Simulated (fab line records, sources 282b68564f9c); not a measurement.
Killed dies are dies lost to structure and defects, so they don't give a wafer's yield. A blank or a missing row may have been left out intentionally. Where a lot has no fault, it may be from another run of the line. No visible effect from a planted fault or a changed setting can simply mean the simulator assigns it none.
fab line records	flow ritCmos
[record] lots = 5	wafers = 15	lastDay = 7
route steps=202 shown NWELL@38 PWELL@39 WELLDRIVE@50 NRETRO@53 PRETRO@64
lots that met no fault: taken from a fault-free run of the same line
startH: hours from the record's first day to the start of the lot's first wafer shown	waitH: hours from the lot's prior step to this one	" as in the row above	L1.1+2: a single row standing in for several wafers	- either no value or no given start	* or withheld: withheld	< > ~ a bound
route shown NAME@n: NAME is a module with steps in the file, n the number in the route of the first one	usual: mean/standard deviation of fault-free wafers	same: alike in all rows	chamber/n: place in a boat	sites: per-site readings	_std_site: standard deviation across them	_edge_site: inner sites' mean taken away from outer sites' mean	radiusMm: for every site, how far away it sits from the centre of the wafer	mask NAME#n: copy n	behind: the most recent tool/chamber to have shaped the wafer	hold: reason for holding the lot/hours on hold/outcome of the hold	device: the n, p or np transistor that did not switch	end of line: the same wafers' tests at the end of the route	a step without rows: its recipe alone	killed: the dies lost at the first sort to structure and to defects; this is not the yield of the wafer	map: a wafer's dies, x killed, . not, _ none there
set.NAME: the setting as run; set.NAME@STEP: as run at that earlier step	model.NAME: the simulator's own value behind a step, which no gauge read
a table for each step, a row for each wafer; lots at some steps of the route
services: the hour from which a tool's chamber was out of use, counted from the record's first day as startH (under 0 if before that day), plus the number of hours and why
[[steps]]
[step RIT_NWELL_TW_MEAS_10]
[usual] NWELL_TW = 2149/24
lot.wafer	tool	chamber	startH	waitH	NWELL_TW
L080.2	filmMetro-03	-	52.57	0.1	2191
L080.3	"	-	"	"	2185
L080.4	"	-	"	"	2178
L083.3	filmMetro-01	-	71.47	0.1	2136
L083.5	"	-	"	"	2130
L083.6	"	-	"	"	2133
L093.1	filmMetro-03	-	117.58	0.1	2196
L093.2	"	-	"	"	2191
L093.3	"	-	"	"	2191
L095.2	filmMetro-04	-	127.83	0.1	2130
L095.3	"	-	"	"	2134
L095.5	"	-	"	"	2128
L097.1	filmMetro-04	-	138.37	0.1	2135
L097.4	"	-	"	"	2132
L097.5	"	-	"	"	2129
[step RIT_PWELL_HMDS_00]
[recipe] primeTimeS = 60	primeTempC = 140
[usual] primeTempC = 139.98/0.15	resistLineTempC = 22.99/0.096
lot.wafer	tool	chamber	startH	waitH	primeTempC	resistLineTempC
L080.2	lithoTrack-01	0	52.64	0.1	140.16	23.03
L080.3	"	0	"	"	140.15	22.98
L080.4	"	0	"	"	140.03	22.99
L083.3	lithoTrack-04	0	71.56	0.1	140.07	23.13
L083.5	"	0	"	"	140.17	23.00
L083.6	"	0	"	"	139.94	23.00
L093.1	lithoTrack-01	0	117.64	0.1	139.93	23.04
L093.2	"	0	"	"	140.25	23.04
L093.3	"	0	"	"	140.23	22.89
L095.2	lithoTrack-01	0	127.91	0.1	139.89	23.02
L095.3	"	0	"	"	139.82	22.95
L095.5	"	0	"	"	139.61	23.16
L097.1	lithoTrack-01	0	138.47	0.1	140.04	23.19
L097.4	"	0	"	"	140.13	23.11
L097.5	"	0	"	"	140.03	23.04
[step RIT_PWELL_COAT_01]
[recipe] resist = NOVOLAK	spinRpm = 2000	resistThkNm = 1300
[usual] resistLineTempC = 23.01/0.11
lot.wafer	tool	chamber	startH	waitH	resistLineTempC
L080.2	lithoTrack-01	0	52.79	0.1	23.06
L080.3	"	0	"	"	22.96
L080.4	"	0	"	"	23.00
L083.3	lithoTrack-04	0	71.71	0.1	22.88
L083.5	"	0	"	"	23.01
L083.6	"	0	"	"	23.01
L093.1	lithoTrack-01	0	117.79	0.1	23.14
L093.2	"	0	"	"	23.06
L093.3	"	0	"	"	23.13
L095.2	lithoTrack-01	0	128.06	0.1	22.94
L095.3	"	0	"	"	23.01
L095.5	"	0	"	"	23.16
L097.1	lithoTrack-01	0	138.62	0.1	23.10
L097.4	"	0	"	"	23.01
L097.5	"	0	"	"	23.13
[step RIT_PWELL_SOFTBAKE_02]
[recipe] resist = NOVOLAK	tempC = 90	timeS = 60
[usual] resistLineTempC = 23.02/0.1
lot.wafer	tool	chamber	startH	waitH	resistLineTempC
L080.2	lithoTrack-01	0	52.94	0.1	22.91
L080.3	"	0	"	"	23.05
L080.4	"	0	"	"	22.97
L083.3	lithoTrack-04	0	71.86	0.1	23.11
L083.5	"	0	"	"	23.12
L083.6	"	0	"	"	23.14
L093.1	lithoTrack-01	0	117.94	0.1	23.04
L093.2	"	0	"	"	22.87
L093.3	"	0	"	"	22.90
L095.2	lithoTrack-01	0	128.21	0.1	23.09
L095.3	"	0	"	"	22.96
L095.5	"	0	"	"	22.99
L097.1	lithoTrack-01	0	138.77	0.1	22.95
L097.4	"	0	"	"	23.00
L097.5	"	0	"	"	22.94
[step RIT_PWELL_EXPOSE_03]
[recipe] maskId = M3	na = 0.57	targetCdNm = 43700	doseMj = 250
lot.wafer	tool	chamber	startH	waitH	mask
L080.2+3+4	ilineStepper-01	0	53.09	0.1	M3#0
L083.3+5+6	ilineStepper-02	0	72.00	0.1	M3#0
L093.1+2+3	ilineStepper-01	0	118.21	0.2	M3#0
L095.2+3+5	ilineStepper-02	0	128.48	0.2	M3#0
L097.1+4+5	ilineStepper-02	0	139.04	0.2	M3#0
[step RIT_PWELL_PEB_04]
[recipe] resist = NOVOLAK	tempC = withheld	timeS = withheld
[usual] resistLineTempC = *
lot.wafer	tool	chamber	startH	waitH	resistLineTempC
L080.2	lithoTrack-03	0	53.21	0.1	*
L080.3	"	0	"	"	*
L080.4	"	0	"	"	*
L083.3	lithoTrack-01	0	72.13	0.1	*
L083.5	"	0	"	"	*
L083.6	"	0	"	"	*
L093.1	lithoTrack-03	0	118.33	0.1	*
L093.2	"	0	"	"	*
L093.3	"	0	"	"	*
L095.2	lithoTrack-01	0	128.60	0.1	*
L095.3	"	0	"	"	*
L095.5	"	0	"	"	*
L097.1	lithoTrack-03	0	139.16	0.1	*
L097.4	"	0	"	"	*
L097.5	"	0	"	"	*
[step RIT_PWELL_DEVELOP_05]
[recipe] resist = NOVOLAK	developTimeS = 68	devTempC = 23
[usual] resistLineTempC = 23.00/0.11
lot.wafer	tool	chamber	startH	waitH	resistLineTempC
L080.2	lithoTrack-03	0	-	-	22.99
L080.3	"	0	"	"	23.13
L080.4	"	0	"	"	23.07
L083.3	lithoTrack-01	0	-	-	23.07
L083.5	"	0	"	"	23.12
L083.6	"	0	"	"	23.14
L093.1	lithoTrack-03	0	-	-	23.21
L093.2	"	0	"	"	23.14
L093.3	"	0	"	"	23.24
L095.2	lithoTrack-01	0	-	-	23.05
L095.3	"	0	"	"	22.84
L095.5	"	0	"	"	22.92
L097.1	lithoTrack-03	0	-	-	22.98
L097.4	"	0	"	"	22.89
L097.5	"	0	"	"	23.09
[step RIT_PWELL_OVL_MEAS_06]
[usual] PWELL_OVL = 0.1/1.3
lot.wafer	tool	chamber	startH	waitH	PWELL_OVL[nm]
L080.2	overlay-01	-	53.50	-	-1.2
L080.3	"	-	"	"	1.1
L080.4	"	-	"	"	0.0
L083.3	overlay-02	-	72.40	-	-3.3
L083.5	"	-	"	"	-1.0
L083.6	"	-	"	"	-1.1
L093.1	overlay-02	-	118.64	-	-0.9
L093.2	"	-	"	"	-0.5
L093.3	"	-	"	"	0.2
L095.2	overlay-01	-	128.89	-	-0.9
L095.3	"	-	"	"	-1.5
L095.5	"	-	"	"	-2.3
L097.1	overlay-01	-	139.47	-	-1.0
L097.4	"	-	"	"	-1.0
L097.5	"	-	"	"	-2.1
[step RIT_PWELL_HARDBAKE_07]
[recipe] resist = NOVOLAK	tempC = 140	timeS = 120
[usual] resistLineTempC = 22.98/0.1
lot.wafer	tool	chamber	startH	waitH	resistLineTempC
L080.2	lithoTrack-04	0	53.58	0.1	23.00
L080.3	"	0	"	"	23.12
L080.4	"	0	"	"	23.10
L083.3	lithoTrack-04	0	72.51	0.1	22.88
L083.5	"	0	"	"	23.07
L083.6	"	0	"	"	22.89
L093.1	lithoTrack-04	0	118.68	0.0	23.11
L093.2	"	0	"	"	23.26
L093.3	"	0	"	"	23.03
L095.2	lithoTrack-01	0	128.97	0.1	22.89
L095.3	"	0	"	"	22.96
L095.5	"	0	"	"	23.00
L097.1	lithoTrack-01	0	139.51	0.0	23.00
L097.4	"	0	"	"	22.96
L097.5	"	0	"	"	23.15
[step RIT_PWELL_IMPLANT_08]
[recipe] species = B	energyKev = 170	doseCm2 = 7e+13	tiltDeg = 7
[usual] beamOnS = 9.99/0.21	tiltDeg = 6.997/0.023
lot.wafer	tool	chamber	startH	waitH	beamOnS	tiltDeg
L080.2	implanter-03	0	53.81	0.2	9.63	7.005
L080.3	"	0	"	"	10.08	7.007
L080.4	"	0	"	"	9.98	7.025
L083.3	implanter-01	0	72.73	0.2	9.88	7.026
L083.5	"	0	"	"	10.15	7.002
L083.6	"	0	"	"	9.60	7.035
L093.1	implanter-01	0	118.93	0.2	9.96	6.975
L093.2	"	0	"	"	10.16	6.972
L093.3	"	0	"	"	10.18	6.969
L095.2	implanter-01	0	129.20	0.2	9.92	6.983
L095.3	"	0	"	"	9.67	6.995
L095.5	"	0	"	"	9.89	6.998
L097.1	implanter-01	0	139.76	0.2	10.01	7.006
L097.4	"	0	"	"	9.68	6.983
L097.5	"	0	"	"	9.94	6.972
[step RIT_PWELL_STRIP_09]
[recipe] chemistry = O2	timeS = 180	resist = NOVOLAK	platenTempC = withheld	powerW = 500	pressureMtorr = 4000	o2FlowSccm = 4000
[usual] drypumpMotorCurrentA = 5.5/0.39
lot.wafer	tool	chamber	startH	waitH	drypumpMotorCurrentA	rfHoursCounterH
L080.2	plasmaAsher-02	1	53.93	0.1	5.2	44
L080.3	"	0	"	"	6.2	-
L080.4	"	1	"	"	5.2	-
L083.3	plasmaAsher-03	1	72.88	0.1	5.4	-
L083.5	"	0	"	"	5.2	-
L083.6	"	1	"	"	5.4	-
L093.1	plasmaAsher-03	0	119.08	0.1	5.2	28
L093.2	"	1	"	"	5.4	28
L093.3	"	0	"	"	5.2	-
L095.2	plasmaAsher-02	1	129.32	0.1	5.2	1
L095.3	"	1	"	"	5.3	-
L095.5	"	1	"	"	5.3	-
L097.1	plasmaAsher-04	0	139.91	0.1	5.3	50
L097.4	"	1	"	"	6.0	-
L097.5	"	0	"	"	5.3	-
[step RIT_PWELL_TW_MEAS_10]
[usual] PWELL_TW = 956/11
lot.wafer	tool	chamber	startH	waitH	PWELL_TW
L080.2	filmMetro-03	-	54.19	0.2	971
L080.3	"	-	"	"	971
L080.4	"	-	"	"	973
L083.3	filmMetro-01	-	73.02	0.1	952
L083.5	"	-	"	"	949
L083.6	"	-	"	"	946
L093.1	filmMetro-01	-	119.30	0.2	955
L093.2	"	-	"	"	949
L093.3	"	-	"	"	951
L095.2	filmMetro-04	-	129.51	0.1	943
L095.3	"	-	"	"	944
L095.5	"	-	"	"	945
L097.1	filmMetro-03	-	140.08	0.1	969
L097.4	"	-	"	"	965
L097.5	"	-	"	"	971
[step RIT_WELLDRIVE_ANNEAL_00]
[recipe] tempC = 1100	timeS = 14700	ambient = N2
[usual] spikeTcLoadC = 1130.1/1.1	zonePowerLoadPct = 47/5.6
lot.wafer	tool	chamber	startH	waitH	spikeTcLoadC	zonePowerLoadPct
L080.2	furnace-01	0	54.42	0.2	1131.3	43
L080.3	"	0	"	"	1131.6	43
L080.4	"	0	"	"	1130.7	42
L083.3	furnace-03	0	73.06	0.0	1128.2	53
L083.5	"	0	"	"	1129.6	52
L083.6	"	0	"	"	1130.7	52
L093.1	furnace-01	0	119.85	0.5	1129.8	43
L093.2	"	0	"	"	1131.0	43
L093.3	"	0	"	"	1129.9	43
L095.2	furnace-04	0	130.11	0.6	1129.3	38
L095.3	"	0	"	"	1130.1	38
L095.5	"	0	"	"	1129.1	38
L097.1	furnace-03	0	140.51	0.4	1131.2	52
L097.4	"	0	"	"	1130.1	51
L097.5	"	0	"	"	1130.7	53
[step RIT_WELLDRIVE_RS_MEAS_01]
[recipe] thkMeasGauge = four-point-probe
[usual] NWELL_RS = 274.9/0.78
lot.wafer	tool	chamber	startH	waitH	NWELL_RS[ohm/sq]
L080.2	filmMetro-03	-	59.53	0.0	274.5
L080.3	"	-	"	"	274.4
L080.4	"	-	"	"	274.1
L083.3	filmMetro-01	-	78.18	0.0	274.5
L083.5	"	-	"	"	274.1
L083.6	"	-	"	"	273.4
L093.1	filmMetro-04	-	124.93	0.0	275.3
L093.2	"	-	"	"	275.0
L093.3	"	-	"	"	274.5
L095.2	filmMetro-03	-	135.21	0.0	276.1
L095.3	"	-	"	"	276.9
L095.5	"	-	"	"	276.7
L097.1	filmMetro-01	-	145.59	0.0	275.0
L097.4	"	-	"	"	274.3
L097.5	"	-	"	"	274.1
[step RIT_WELLDRIVE_RS_MEAS_02]
[recipe] thkMeasGauge = four-point-probe
[usual] PWELL_RS = 429.0/1.2
lot.wafer	tool	chamber	startH	waitH	PWELL_RS[ohm/sq]
L080.2	filmMetro-03	-	59.65	0.1	428.9
L080.3	"	-	"	"	429.3
L080.4	"	-	"	"	427.7
L083.3	filmMetro-01	-	78.30	0.1	425.9
L083.5	"	-	"	"	427.1
L083.6	"	-	"	"	427.2
L093.1	filmMetro-04	-	125.05	0.1	429.6
L093.2	"	-	"	"	429.4
L093.3	"	-	"	"	428.5
L095.2	filmMetro-03	-	135.33	0.1	428.7
L095.3	"	-	"	"	430.3
L095.5	"	-	"	"	430.4
L097.1	filmMetro-01	-	145.71	0.1	429.7
L097.4	"	-	"	"	429.2
L097.5	"	-	"	"	428.1
[step RIT_NRETRO_HMDS_00]
[recipe] primeTimeS = 60	primeTempC = 140
[usual] primeTempC = 140.00/0.15	resistLineTempC = 23.01/0.11
lot.wafer	tool	chamber	startH	waitH	primeTempC	resistLineTempC
L080.2	lithoTrack-01	0	59.77	0.1	139.99	23.01
L080.3	"	0	"	"	139.98	23.13
L080.4	"	0	"	"	139.88	23.02
L083.3	lithoTrack-02	0	78.43	0.1	139.85	23.11
L083.5	"	0	"	"	139.76	23.09
L083.6	"	0	"	"	139.90	23.15
L093.1	lithoTrack-02	0	125.17	0.1	140.16	23.25
L093.2	"	0	"	"	140.15	23.20
L093.3	"	0	"	"	140.30	23.17
L095.2	lithoTrack-01	0	135.51	0.2	139.90	22.98
L095.3	"	0	"	"	139.96	23.05
L095.5	"	0	"	"	139.94	23.14
L097.1	lithoTrack-01	0	145.83	0.1	139.98	22.94
L097.4	"	0	"	"	139.99	22.91
L097.5	"	0	"	"	139.93	22.91
[step RIT_NRETRO_COAT_01]
[recipe] resist = NOVOLAK	spinRpm = 2000	resistThkNm = 1300
[usual] resistLineTempC = 22.96/0.11
lot.wafer	tool	chamber	startH	waitH	resistLineTempC
L080.2	lithoTrack-01	0	59.92	0.1	23.01
L080.3	"	0	"	"	23.08
L080.4	"	0	"	"	23.07
L083.3	lithoTrack-02	0	78.58	0.1	22.99
L083.5	"	0	"	"	23.12
L083.6	"	0	"	"	22.99
L093.1	lithoTrack-02	0	125.32	0.1	23.06
L093.2	"	0	"	"	23.05
L093.3	"	0	"	"	23.03
L095.2	lithoTrack-01	0	135.66	0.1	23.07
L095.3	"	0	"	"	22.68
L095.5	"	0	"	"	22.84
L097.1	lithoTrack-01	0	145.98	0.1	22.96
L097.4	"	0	"	"	23.09
L097.5	"	0	"	"	22.92
[step RIT_NRETRO_SOFTBAKE_02]
[recipe] resist = NOVOLAK	tempC = 90	timeS = 60
[usual] resistLineTempC = 22.99/0.1
lot.wafer	tool	chamber	startH	waitH	resistLineTempC
L080.2	lithoTrack-01	0	60.07	0.1	22.98
L080.3	"	0	"	"	22.89
L080.4	"	0	"	"	22.95
L083.3	lithoTrack-02	0	78.73	0.1	22.98
L083.5	"	0	"	"	22.94
L083.6	"	0	"	"	22.96
L093.1	lithoTrack-02	0	125.47	0.1	23.10
L093.2	"	0	"	"	23.10
L093.3	"	0	"	"	23.09
L095.2	lithoTrack-01	0	135.81	0.1	22.85
L095.3	"	0	"	"	22.98
L095.5	"	0	"	"	23.02
L097.1	lithoTrack-01	0	146.13	0.1	22.80
L097.4	"	0	"	"	22.93
L097.5	"	0	"	"	22.91
[step RIT_NRETRO_EXPOSE_03]
[recipe] maskId = M4	na = 0.57	targetCdNm = 43900	doseMj = 250
lot.wafer	tool	chamber	startH	waitH	mask
L080.2+3+4	ilineStepper-02	0	60.34	0.2	M4#0
L083.3+5+6	ilineStepper-01	0	78.87	0.1	M4#0
L093.1+2+3	ilineStepper-02	0	125.75	0.2	M4#0
L095.2+3+5	ilineStepper-02	0	136.08	0.2	M4#0
L097.1+4+5	ilineStepper-01	0	146.28	0.1	M4#0
[step RIT_NRETRO_PEB_04]
[recipe] resist = NOVOLAK	tempC = withheld	timeS = withheld
[usual] resistLineTempC = *
lot.wafer	tool	chamber	startH	waitH	resistLineTempC
L080.2	lithoTrack-04	0	60.46	0.1	*
L080.3	"	0	"	"	*
L080.4	"	0	"	"	*
L083.3	lithoTrack-01	0	79.00	0.1	*
L083.5	"	0	"	"	*
L083.6	"	0	"	"	*
L093.1	lithoTrack-04	0	125.86	0.1	*
L093.2	"	0	"	"	*
L093.3	"	0	"	"	*
L095.2	lithoTrack-02	0	136.20	0.1	*
L095.3	"	0	"	"	*
L095.5	"	0	"	"	*
L097.1	lithoTrack-02	0	146.47	0.2	*
L097.4	"	0	"	"	*
L097.5	"	0	"	"	*
[step RIT_NRETRO_DEVELOP_05]
[recipe] resist = NOVOLAK	developTimeS = 68	devTempC = 23
[usual] resistLineTempC = 23.01/0.12
lot.wafer	tool	chamber	startH	waitH	resistLineTempC
L080.2	lithoTrack-04	0	-	-	23.16
L080.3	"	0	"	"	23.15
L080.4	"	0	"	"	23.18
L083.3	lithoTrack-01	0	-	-	22.99
L083.5	"	0	"	"	23.02
L083.6	"	0	"	"	22.87
L093.1	lithoTrack-04	0	-	-	23.02
L093.2	"	0	"	"	22.78
L093.3	"	0	"	"	23.04
L095.2	lithoTrack-02	0	-	-	23.06
L095.3	"	0	"	"	23.08
L095.5	"	0	"	"	22.99
L097.1	lithoTrack-02	0	-	-	23.14
L097.4	"	0	"	"	23.20
L097.5	"	0	"	"	23.10
[step RIT_NRETRO_OVL_MEAS_06]
[usual] NRETRO_OVL = -1.1/1.4
lot.wafer	tool	chamber	startH	waitH	NRETRO_OVL[nm]
L080.2	overlay-01	-	60.76	-	-0.2
L080.3	"	-	"	"	-0.3
L080.4	"	-	"	"	-1.0
L083.3	overlay-02	-	79.28	-	-0.7
L083.5	"	-	"	"	-1.0
L083.6	"	-	"	"	-0.9
L093.1	overlay-02	-	126.18	-	0.0
L093.2	"	-	"	"	-0.2
L093.3	"	-	"	"	1.6
L095.2	overlay-02	-	136.50	-	-2.3
L095.3	"	-	"	"	-0.6
L095.5	"	-	"	"	0.3
L097.1	overlay-02	-	146.78	-	-0.4
L097.4	"	-	"	"	1.1
L097.5	"	-	"	"	-0.4
[step RIT_NRETRO_HARDBAKE_07]
[recipe] resist = NOVOLAK	tempC = 140	timeS = 120
[usual] resistLineTempC = 23.01/0.12
lot.wafer	tool	chamber	startH	waitH	resistLineTempC
L080.2	lithoTrack-02	0	60.83	0.1	23.15
L080.3	"	0	"	"	23.08
L080.4	"	0	"	"	23.05
L083.3	lithoTrack-04	0	79.38	0.1	22.89
L083.5	"	0	"	"	23.02
L083.6	"	0	"	"	22.95
L093.1	lithoTrack-04	0	126.21	0.0	22.97
L093.2	"	0	"	"	23.13
L093.3	"	0	"	"	23.24
L095.2	lithoTrack-01	0	136.57	0.1	23.15
L095.3	"	0	"	"	23.11
L095.5	"	0	"	"	23.14
L097.1	lithoTrack-04	0	146.82	0.0	23.08
L097.4	"	0	"	"	23.02
L097.5	"	0	"	"	22.96
[step RIT_NRETRO_IMPLANT_08]
[recipe] species = P	energyKev = 70	doseCm2 = 1e+13	tiltDeg = 7
[usual] beamOnS = 9.98/0.21	tiltDeg = 7.000/0.019
lot.wafer	tool	chamber	startH	waitH	beamOnS	tiltDeg
L080.2	implanter-03	0	61.06	0.2	10.12	7.001
L080.3	"	0	"	"	9.64	6.997
L080.4	"	0	"	"	10.08	6.999
L083.3	implanter-03	0	79.60	0.2	9.93	6.977
L083.5	"	0	"	"	10.24	6.963
L083.6	"	0	"	"	9.90	7.007
L093.1	implanter-03	0	126.46	0.2	10.31	6.980
L093.2	"	0	"	"	10.24	6.993
L093.3	"	0	"	"	9.71	6.995
L095.2	implanter-03	0	136.80	0.2	10.10	7.012
L095.3	"	0	"	"	9.68	7.007
L095.5	"	0	"	"	9.94	7.005
L097.1	implanter-01	0	147.07	0.2	10.05	6.991
L097.4	"	0	"	"	9.75	7.033
L097.5	"	0	"	"	9.92	7.004
[step RIT_NRETRO_STRIP_09]
[recipe] chemistry = O2	timeS = 180	resist = NOVOLAK	platenTempC = withheld	powerW = 500	pressureMtorr = 4000	o2FlowSccm = 4000
[usual] drypumpMotorCurrentA = 5.6/0.45
lot.wafer	tool	chamber	startH	waitH	drypumpMotorCurrentA	rfHoursCounterH
L080.2	plasmaAsher-04	0	61.19	0.1	5.3	41
L080.3	"	0	"	"	5.3	-
L080.4	"	1	"	"	6.0	-
L083.3	plasmaAsher-01	0	79.76	0.1	6.2	-
L083.5	"	0	"	"	6.1	-
L083.6	"	1	"	"	5.1	-
L093.1	plasmaAsher-04	0	126.61	0.1	5.2	49
L093.2	"	1	"	"	6.0	49
L093.3	"	0	"	"	5.2	-
L095.2	plasmaAsher-01	1	136.93	0.1	5.1	53
L095.3	"	0	"	"	6.1	-
L095.5	"	0	"	"	6.1	-
L097.1	plasmaAsher-04	0	147.22	0.1	5.3	51
L097.4	"	0	"	"	5.3	-
L097.5	"	0	"	"	5.3	-
[step RIT_NRETRO_TW_MEAS_10]
[usual] NRETRO_TW = 1049/4.7
lot.wafer	tool	chamber	startH	waitH	NRETRO_TW
L080.2	filmMetro-01	-	61.37	0.1	1042
L080.3	"	-	"	"	1040
L080.4	"	-	"	"	1045
L083.3	filmMetro-04	-	79.90	0.1	1047
L083.5	"	-	"	"	1047
L083.6	"	-	"	"	1051
L093.1	filmMetro-04	-	126.79	0.1	1047
L093.2	"	-	"	"	1050
L093.3	"	-	"	"	1048
L095.2	filmMetro-04	-	137.11	0.1	1045
L095.3	"	-	"	"	1045
L095.5	"	-	"	"	1048
L097.1	filmMetro-01	-	147.39	0.1	1041
L097.4	"	-	"	"	1042
L097.5	"	-	"	"	1039
[step RIT_PRETRO_HMDS_00]
[recipe] primeTimeS = 60	primeTempC = 140
[usual] primeTempC = 140.01/0.17	resistLineTempC = 23.00/0.1
lot.wafer	tool	chamber	startH	waitH	primeTempC	resistLineTempC
L080.2	lithoTrack-03	0	61.45	0.1	140.33	22.97
L080.3	"	0	"	"	139.79	23.01
L080.4	"	0	"	"	140.24	22.91
L083.3	lithoTrack-04	0	79.99	0.1	139.86	23.07
L083.5	"	0	"	"	139.56	23.01
L083.6	"	0	"	"	139.58	22.94
L093.1	lithoTrack-02	0	126.85	0.1	139.74	23.17
L093.2	"	0	"	"	139.84	23.08
L093.3	"	0	"	"	139.88	23.25
L095.2	lithoTrack-02	0	137.19	0.1	140.15	23.10
L095.3	"	0	"	"	139.82	23.15
L095.5	"	0	"	"	139.95	23.06
L097.1	lithoTrack-02	0	147.45	0.1	140.24	23.04
L097.4	"	0	"	"	139.99	22.99
L097.5	"	0	"	"	140.11	22.93
[[services]]
tool	chamber	startH	hours	kind
furnace-04	-	34.39	2.6	pm
implanter-03	-	35.90	3.8	pm
ilineStepper-01	-	35.95	1.7	pm
ilineStepper-02	0	58.50	-	calibration
furnace-01	-	59.51	4.3	pm
plasmaAsher-04	-	66.74	3.4	repair
implanter-01	-	74.73	2.6	repair
ilineStepper-01	-	90.75	4.4	pm
ilineStepper-02	-	97.09	1.7	pm
plasmaAsher-03	-	107.98	6.8	repair
plasmaAsher-02	-	108.75	9.0	pm
plasmaAsher-02	0	108.75	9.0	ventCycle
plasmaAsher-02	1	108.75	9.0	ventCycle
plasmaAsher-02	0	117.75	-	clean
plasmaAsher-02	1	117.75	-	clean
implanter-03	-	118.57	0.6	repair
furnace-03	-	129.58	2.6	pm
[[key]]
fault none
